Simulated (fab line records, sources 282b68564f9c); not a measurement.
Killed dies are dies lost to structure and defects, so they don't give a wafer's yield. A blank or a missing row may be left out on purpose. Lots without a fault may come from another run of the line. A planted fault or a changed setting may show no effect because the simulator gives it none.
Which tool did it? | flow rit_cmos | 14 lots, 42 wafers sampled, at 1 step of a route of 202

WHAT THE GAUGES READ, wafer by wafer
The record holds no reading of a measuring or inspecting step that can be judged against a usual standard deviation.

WHICH TOOL RAN EACH LOT (tool, then ch and the chambers of the sampled wafers, then the start)
lot  | RIT_NWELL_PEB_04
L977 | litho_track-02 ch 0, day 1 22:05
L978 | litho_track-04 ch 0, day 2 01:39
L982 | litho_track-02 ch 0, day 2 22:19
L983 | litho_track-03 ch 0, day 3 02:50
L984 | litho_track-03 ch 0, day 3 06:52
L985 | litho_track-03 ch 0, day 3 12:04
L987 | litho_track-04 ch 0, day 3 22:44
L989 | litho_track-03 ch 0, day 4 09:31
L990 | litho_track-04, day 4 15:10
L991 | litho_track-04, day 4 21:50
L992 | litho_track-02 ch 0, day 4 23:03
L998 | litho_track-02 ch 0, day 6 05:00
L999 | litho_track-03 ch 0, day 6 11:32
L100 | litho_track-02 ch 0, day 6 14:52
- RIT_NWELL_PEB_04

WHAT THE TOOLS THEMSELVES READ (means of the sampled wafers that have a number; where no wafer has one, the mark that the record gives instead)
RIT_NWELL_PEB_04. Usual: exhaust_pa 45.2 Pa, standard deviation 0.84.
lot  | tool           | exhaust_pa (Pa) | flag
L977 | litho_track-02 | 44.2            |
L978 | litho_track-04 | 44.1            |
L982 | litho_track-02 | 45.9            |
L983 | litho_track-03 | 44.8            |
L984 | litho_track-03 | 44.2            |
L985 | litho_track-03 | 45.5            |
L987 | litho_track-04 | 45.2            |
L989 | litho_track-03 | 45.5            |
L990 | litho_track-04 | -               | OFF
L991 | litho_track-04 | -               | OFF
L992 | litho_track-02 | 45.5            |
L998 | litho_track-02 | 46.1            |
L999 | litho_track-03 | 45.0            |
L100 | litho_track-02 | 45.6            |

THE ANSWER, worked out from the rows above alone
Rule: a lot is off if the mean of its wafers that have a number lies more than 3 standard deviations from the usual mean. A lot without any number at a reading at which 4 lots or more have one is off too. The other lots that the step has rows for count as sound. The gauges are gone through in route order, then the tools' own readings, and for those a lot's mean is taken as printed above. The first step at which some lot is off is used, and at that step the reading that is off furthest; a lot without a number counts as furthest.
Off: L990, L991, at RIT_NWELL_PEB_04 (exhaust_pa). Without a number there: L990, L991.
A tool fits if, at that step or a process step before it, it ran every lot that is off, and no sound lot after the first of them. One fits: litho_track-04 at RIT_NWELL_PEB_04. Its last sound lot is L987 (day 3 22:44), its first lot that is off L990 (day 4 15:10): a fault that began between those two fits.
Blank at RIT_NWELL_PEB_04 on the lots that are off, where sound lots have numbers: exhaust_pa.

WHAT THE SIMULATOR HAD PUT IN
Skipped step whole: litho_track-04, from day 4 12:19 on, at RIT_NWELL_PEB_04. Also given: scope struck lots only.
Lots struck among those shown: L990, L991. The rule above found the same.
